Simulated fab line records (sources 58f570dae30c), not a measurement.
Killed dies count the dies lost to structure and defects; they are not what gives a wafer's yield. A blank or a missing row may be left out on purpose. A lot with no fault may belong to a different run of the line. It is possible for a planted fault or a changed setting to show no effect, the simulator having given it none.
2 desks looking at one fault | flow berkeley cmos170 | numbers are kept per desk, each desk with only its own; the story behind them comes last

## AT THE METROLOGY DESK
Means of the sampled wafers that have a number, per lot and without regard to the tool the lot ran on: this is what the gauges read. The brackets show how far a lot's mean lies from the usual mean; more than 4 standard deviations puts the lot out of limits, marked OUT.
Columns: A = M2_AL_RS at UCB170_M2_RS_MEAS_02, usual 0.03207 ohm/sq; B = M2_AL_THK at UCB170_M2_THK_MEAS_03, usual 885 nm
lot  | first seen here | A                 | B
L294 | day 7 06:58     | 0.03211           | 886
L295 | day 7 09:13     | 0.03207           | 886
L293 | day 7 09:29     | 0.03206           | 888
L292 | day 7 09:33     | 0.03210           | 887
L299 | day 8 14:00     | 0.03203           | 886
L301 | day 9 03:59     | 0.03201           | 893
L304 | day 9 07:47     | 0.03568 (+16) OUT | 806 (-9.4) OUT
L306 | day 10 07:24    | 0.03555 (+16) OUT | 798 (-10) OUT
L307 | day 10 14:57    | 0.03201           | 889
L308 | day 10 19:11    | 0.03210           | 884
L309 | day 11 00:32    | 0.03224           | 880
L311 | day 11 13:25    | 0.03188           | 880
L314 | day 11 16:02    | 0.03188           | 882
L315 | day 12 05:28    | 0.03252           | 867
This desk's result: L304, L306 out of limits, first on L304 (M2_AL_RS at UCB170_M2_RS_MEAS_02), day 9 07:47. Within limits: L294, L295, L293, L292, L299, L301, L307, L308, L309, L311, L314, L315.

## FOR THE TOOL OWNER'S DESK: pvd sputter-01
The tool's own readings at UCB170_M2_SPUTTER_01 (material Al, target thk 900 nm, time 120 s): means of the sampled wafers that have a number, for each lot that ran on this tool. The brackets show how far a lot's mean lies from the usual mean; more than 4 standard deviations puts the lot out of limits, marked OUT.
Columns: A = throttle valve pct at UCB170_M2_SPUTTER_01, usual 30.0 %
lot  | first seen here | A
L295 | day 7 09:07     | 30.7
L301 | day 9 03:51     | 30.6
L304 | day 9 07:41     | 29.6
L306 | day 10 07:16    | 30.6
Result from this desk: across the 4 lots, nothing is out of limits.

## ALL TOGETHER
Metrology desk: alarm possible at day 9 07:47 on L304, L306.
The desk of the tool owner found nothing out of limits.
Tool owner's desk: L304, L306 on record, inside its limits.
The lots listed all ran UCB170_M2_SPUTTER_01 on pvd sputter-01.

## WHAT HAD BEEN PUT IN BY THE SIMULATOR
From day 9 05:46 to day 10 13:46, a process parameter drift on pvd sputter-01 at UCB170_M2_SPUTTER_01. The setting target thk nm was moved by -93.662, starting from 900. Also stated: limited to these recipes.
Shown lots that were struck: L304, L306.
Per desk, hours elapsed from the start of the fault to the first reading out of limits: for the metrology desk, 2.
